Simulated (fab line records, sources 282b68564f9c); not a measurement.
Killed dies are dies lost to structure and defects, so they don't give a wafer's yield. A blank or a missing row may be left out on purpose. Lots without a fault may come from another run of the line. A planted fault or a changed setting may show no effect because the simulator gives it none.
Which tool did it? | flow rit_cmos | 6 lots, 18 wafers sampled, at 2 steps of a route of 202

WHAT THE GAUGES READ, wafer by wafer
RIT_SDANNEAL_RS_MEAS_05: measures by four-point-probe.
lot  | measured    | on            | NSD_RS (ohm/sq)
L435 | day 3 08:29 | film_metro-04 | 84.50 84.72 84.32
L437 | day 3 18:54 | film_metro-04 | 84.36 84.19 84.26
L448 | day 6 00:43 | film_metro-01 | - - -
L451 | day 7 03:16 | film_metro-02 | 84.93 84.50 84.83
L455 | day 8 14:03 | film_metro-04 | 84.91 84.74 84.77
L457 | day 9 00:50 | film_metro-01 | 84.40 84.46 84.40

WHICH TOOL RAN EACH LOT (tool, then ch and the chambers of the sampled wafers, then the start)
lot  | RIT_NSD_IMPLANT_08
L435 | implanter-04 ch 0, day 3 05:38
L437 | implanter-03 ch 0, day 3 16:23
L448 | implanter-02 ch 0, day 5 22:23
L451 | implanter-04 ch 0, day 7 00:47
L455 | implanter-03 ch 0, day 8 11:01
L457 | implanter-03 ch 0, day 8 21:58
- RIT_NSD_IMPLANT_08

THE ANSWER, worked out from the rows above alone
Rule: what is usual is taken from the lots themselves. Put in order of their means at a reading, lots are off if they are a third of the lots or fewer, leave a main group of 4 or more, and stand apart from it by a gap of 3 or more times the standard deviation of the main group's means; of several such gaps the widest counts. A main group whose means are all the same, to the digits that the tables above print for the reading, isn't used. A lot without any number at a reading at which 4 lots or more have one is off too. The other lots that the step has rows for count as sound.
Off: L448, at RIT_SDANNEAL_RS_MEAS_05 (NSD_RS). Without a number there: L448. The main group: mean 84.55 ohm/sq, standard deviation 0.2.
A tool fits if, at a process step before that reading, it ran every lot that is off, and no sound lot after the first of them. The gauges at RIT_SDANNEAL_RS_MEAS_05 are tried like those tools. One fits: implanter-02 at RIT_NSD_IMPLANT_08. It ran no sound lot before its first lot that is off in this sample, so the start can't be narrowed down.

WHAT THE SIMULATOR HAD PUT IN
Process parameter drift: implanter-02, from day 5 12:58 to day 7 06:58, at RIT_NSD_IMPLANT_08. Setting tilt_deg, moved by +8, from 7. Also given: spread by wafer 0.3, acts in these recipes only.
Lots struck among those shown: L448. The rule above found the same.
